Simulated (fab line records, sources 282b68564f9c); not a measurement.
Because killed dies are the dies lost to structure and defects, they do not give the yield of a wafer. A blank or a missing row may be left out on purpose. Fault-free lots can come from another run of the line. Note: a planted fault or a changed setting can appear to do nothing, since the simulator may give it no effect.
Code-filled problem report in 8D (eight disciplines) form    flow ritCmos    the parts of the form that need people (team, actions taken, sign-off) are left out

1. THE ISSUE
Across 6 wafers from 2 lots, PLDD_OVL at RIT_PLDD_OVL_MEAS_06 averages -149.0 nm, while fault-free wafers read 0.0 nm with a standard deviation of 1.3. So: -99 or more standard deviations from the usual mean.
The first sign was on wafer L853.1 at day 4 01:40, on overlay-02. At this step, 42 wafers from 14 lots have a number in the record. The rule behind "out" and "out of limits": a value lying over 4 standard deviations away from the usual mean. All remaining wafers that have a number are taken as sound.

2. WHAT IT IS AND WHAT IT IS NOT
question                     is                      is not
which readings at this step  PLDD_OVL                -
which lots                   L853, L858              L847, L848, L849, L850, L851, L852, L857, L864, L866, L867, L868, L869
which wafers of those lots   all that have a number  -
read on which gauges         overlay-02              overlay-01
when                         from day 4 01:40        up to then (18 sound wafers); but 18 sound wafers of L857, L864, L866, L867, L868, L869 came after

3. THE SUSPECTS, EACH WITH WHAT RULES IT OUT
Counting: a tool at a process step up to the reading stays a suspect if it ran every lot that is out and no sound lot after the first of them.
- the gauge at RIT_PLDD_OVL_MEAS_06: kept. All the wafers that are out were read on overlay-02, and no step on other tools shows them out.
- ilineStepper-01 at RIT_PLDD_EXPOSE_03 (exposes mask M8, target cd 40900 nm): kept. All lots that are out passed through it, beginning with L853 at day 4 01:16, and no sound lot followed; its final sound lot before that point was L851 at day 3 13:58.
Remaining after the count are ilineStepper-01 at RIT_PLDD_EXPOSE_03 and overlay-02 at RIT_PLDD_OVL_MEAS_06.

4. THE CAUSE (what the simulator had put in)
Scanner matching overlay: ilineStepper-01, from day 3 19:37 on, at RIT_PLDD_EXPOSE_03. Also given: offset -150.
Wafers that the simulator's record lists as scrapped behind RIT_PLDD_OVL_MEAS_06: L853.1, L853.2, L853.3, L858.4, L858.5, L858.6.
Counting left 2 suspects, and this tool is among them.

5. THE EFFECT CHAIN, in route order
Rows list readings where the struck wafers' mean (over those with a number) sits beyond 3 standard deviations from the usual. Scope: only readings with a usual standard deviation given in the record; hours: median across lots of the time from each lot's start at the first step in this table that gives one to its start at this step; sigmas: change in usual standard deviations.
hours  step                  reading   usual   on struck wafers  change  sigmas
0      RIT_PLDD_OVL_MEAS_06  PLDD_OVL  0.0 nm  -149.0            -149.0  -99 or more

6. WHAT WOULD HAVE CAUGHT IT SOONER
6 hours passed between the start of the fault at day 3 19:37 and the first reading out of limits at a measuring or inspecting step in this record, taken at day 4 01:40.
Lots out: 2; of these, L858 started RIT_PLDD_EXPOSE_03 on ilineStepper-01 after day 4 01:40. It would have been spared by a hold on the tool at that moment.
